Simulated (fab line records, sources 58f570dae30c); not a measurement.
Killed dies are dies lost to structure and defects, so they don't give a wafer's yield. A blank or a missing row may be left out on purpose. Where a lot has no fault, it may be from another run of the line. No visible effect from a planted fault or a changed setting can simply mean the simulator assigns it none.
Split-lot trial + flow berkeley cmos170 + 23 wafers read from 5 lots, route of 331 steps

== THE SPLIT ITSELF ==
At UCB170_M3_COAT_05 (resist thk 900 nm), the setting resist thk nm was moved away from the recipe's 900 nm on 7 of the 23 wafers read, by -2.1% to +6.0%. All remaining wafers had this setting at the recipe value.

The reading is taken at the split's own step.

== THE READING ==
KrF_of_M3_COAT_05.thk nm (the simulator's own value, which no gauge read), in nm, at UCB170_M3_COAT_05 (resist thk 900 nm). There is no usual value for it anywhere in the file. Across the 16 wafers here that went through the recipe, the average is 901.4 nm and the standard deviation 2.9 nm.

| wafer  | tool, chamber at the split | resist thk nm as run, nm | against the recipe | KrF_of_M3_COAT_05.thk nm, nm | against lot-mates on the recipe |
|--------|----------------------------|--------------------------|--------------------|------------------------------|---------------------------------|
| L074.1 | litho track-01, 0          | 950.2                    | +5.6%              | 952.5                        | +48.0                           |
| L074.3 | litho track-01, 0          | 950.2                    | +5.6%              | 954.5                        | +50.0                           |
| L074.4 | litho track-01, 0          | 900                      | recipe             | 904.5                        | -                               |
| L074.5 | litho track-01, 0          | 900                      | recipe             | 904.5                        | -                               |
| L074.6 | litho track-01, 0          | 950.2                    | +5.6%              | 951.8                        | +47.3                           |
| L076.1 | litho track-01, 0          | 881.1                    | -2.1%              | 881.7                        | -18.4                           |
| L076.2 | litho track-01, 0          | 881.1                    | -2.1%              | 883.3                        | -16.8                           |
| L076.3 | litho track-01, 0          | 900                      | recipe             | 898.1                        | -                               |
| L076.5 | litho track-01, 0          | 900                      | recipe             | 903.2                        | -                               |
| L076.6 | litho track-01, 0          | 900                      | recipe             | 899                          | -                               |
| L077.2 | litho track-02, 0          | 900                      | recipe             | 903.6                        | -                               |
| L077.3 | litho track-02, 0          | 953.6                    | +6.0%              | 959.3                        | +56.5                           |
| L077.4 | litho track-02, 0          | 900                      | recipe             | 901.1                        | -                               |
| L077.5 | litho track-02, 0          | 953.6                    | +6.0%              | 955.8                        | +53.0                           |
| L077.6 | litho track-02, 0          | 900                      | recipe             | 903.8                        | -                               |
| L084.2 | litho track-01, 0          | 900                      | recipe             | 904.4                        | -                               |
| L084.3 | litho track-01, 0          | 900                      | recipe             | 903.7                        | -                               |
| L084.4 | litho track-01, 0          | 900                      | recipe             | 903.5                        | -                               |
| L084.5 | litho track-01, 0          | 900                      | recipe             | 900.4                        | -                               |
| L084.6 | litho track-01, 0          | 900                      | recipe             | 902.1                        | -                               |
| L085.3 | litho track-01, 0          | 900                      | recipe             | 895.2                        | -                               |
| L085.4 | litho track-01, 0          | 900                      | recipe             | 897.6                        | -                               |
| L085.6 | litho track-01, 0          | 900                      | recipe             | 897.7                        | -                               |

THE FIT
A straight line over all 23 wafers: KrF_of_M3_COAT_05.thk nm changes by +9.29 nm for each +1% of resist thk nm; r = +0.99; the points scatter about the line by 2.7 nm.
The same after taking each lot's own level away (the mean of its wafers on the recipe; 23 wafers): +8.86 nm for each +1%; r = +1.00; scatter 1.6 nm.
The reading moves by 53 nm for the largest change in resist thk nm, on that fit.
Measured against the standard deviation above, the lots' own levels, which go from 896.83 to 904.50 nm, span 2.6 times it.
The two slopes are in agreement: the lot-to-lot level therefore moves the slope only a little.
Check: with one of the wafers moved furthest among these (+6.0%) left out of the fit, the line predicts +51.9 nm for it against its lot-mates. Against them it came out at +56.5 nm.

== THESE WAFERS: OTHER SPLITS ==
These wafers also went through other splits before the reading. Each is held against what the fit with the lots' levels taken away leaves over:
| other split on the same wafers      | wafers away from the commonest value | r with KrF_of_M3_COAT_05.thk nm (lot level and that fit taken away) |
|-------------------------------------|--------------------------------------|---------------------------------------------------------------------|
| UCB170_V1_CMP_02 leave above ref nm | 8                                    | -0.08                                                               |
| UCB170_V1_EXPOSE_09 dose mj         | 6                                    | -0.04                                                               |
| UCB170_M2_EXPOSE_12 dose mj         | 5                                    | +0.06                                                               |
| UCB170_V2_CMP_02 leave above ref nm | 4                                    | +0.19                                                               |

== THE WHOLE CHAIN: every reading that the file lists as answering this split, in the file's order ==
| step               | what it does      | reading                                                                   | change (the file's fit)              | r (the file's) |
|--------------------|-------------------|---------------------------------------------------------------------------|--------------------------------------|----------------|
| UCB170_M3_COAT_05  | resist thk 900 nm | KrF_of_M3_COAT_05.thk nm (the simulator's own value, which no gauge read) | +8.91 nm for each +1% of the setting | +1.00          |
| UCB170_M3_STRIP_07 | strips in O2      | strip time to endpoint s                                                  | withheld for each +1% of the setting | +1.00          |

== FILE'S OWN FIT ==
KrF_of_M3_COAT_05.thk nm changes by +8.91 nm for each +1% of resist thk nm, r = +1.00.
